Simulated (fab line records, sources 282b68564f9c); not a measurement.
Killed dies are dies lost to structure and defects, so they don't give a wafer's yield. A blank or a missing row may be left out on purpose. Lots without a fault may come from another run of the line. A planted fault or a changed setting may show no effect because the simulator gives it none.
A struck lot beside a sound one | flow rit_cmos | 14 steps out of a route of 202
Sound: wafers L901.1, L901.2, L901.4. Struck: wafers L908.2, L908.5, L908.6. The cause comes at the end.
At each step with rows: each side's tool, then ch and its chambers, then its first start. Under that, the readings that differ: sound wafers | struck wafers | difference of the means | sigmas: that difference in standard deviations of wafers without a fault.
alike: readings whose means differ by less than 2 such deviations, and words and numbers that are the same on both sides. not compared: withheld readings, readings that some wafer has no value for, bounds like >300 that may hide the same value, and numbers for which the record gives no deviation and whose values overlap.
The two part at a step that has a row with sigmas, a row that says differs or no value, or rows on one side only. Numbers that don't overlap but have no deviation are shown without sigmas and don't part them. A reading that every wafer of one side lacks parts them only if that side has two wafers or more.

first, 3 steps without rows for these wafers: RIT_GATE_CLEAN_02 (cleans in dHF, time 30.81 s); RIT_GATE_CLEAN_03 (cleans in SC2, time 600 s); RIT_GATE_CLEAN_04 (cleans in dHF, time 60 s).
RIT_FOX2_THK_MEAS_91:
  sound on film_metro-01, day 2 09:36; struck on film_metro-04, day 3 20:09
  alike: FIELD_OXIDE_LEFT_2_THK
then, 2 steps without rows for these wafers: RIT_GATE_OXIDATION_05 (target thk 3 nm, ox time 270 s); RIT_GATE_ANNEAL_06 (time 600 s).
RIT_GATE_THK_MEAS_07:
  sound on film_metro-02, day 2 11:14; struck on film_metro-01, day 3 21:42
  alike: GATE_OXIDE_THK
then, 1 step without rows for these wafers: RIT_GATE_CVD_08 (deposits poly-Si from SiH4, target thk 250 nm, time 2220 s).
RIT_GATE_THK_MEAS_09:
  sound on film_metro-01, day 2 12:54; struck on film_metro-01, day 3 23:35
  alike: GATE_POLY_THK
then, 3 steps without rows for these wafers: RIT_GATE_HMDS_10 (prime time 60 s); RIT_GATE_COAT_11 (resist thk 850 nm); RIT_GATE_SOFTBAKE_12 (time 60 s).
RIT_GATE_EXPOSE_13: exposes mask M6, target cd 150 nm.
  sound on iline_stepper-02 ch 0, day 2 13:37; struck on iline_stepper-02, day 4 00:14
  no value came back on the struck wafers for exposure_dose_mJ_cm2, focus_offset_nm (nm), reticle_temp_C (C), sigma_outer; on the sound wafers exposure_dose_mJ_cm2 reads 376.6 376.2 376.2
  alike: mask
then, 1 step without rows for these wafers: RIT_GATE_PEB_14.

WHERE THEY PART
Only at RIT_GATE_EXPOSE_13, within this record.

WHY: what the simulator had put in
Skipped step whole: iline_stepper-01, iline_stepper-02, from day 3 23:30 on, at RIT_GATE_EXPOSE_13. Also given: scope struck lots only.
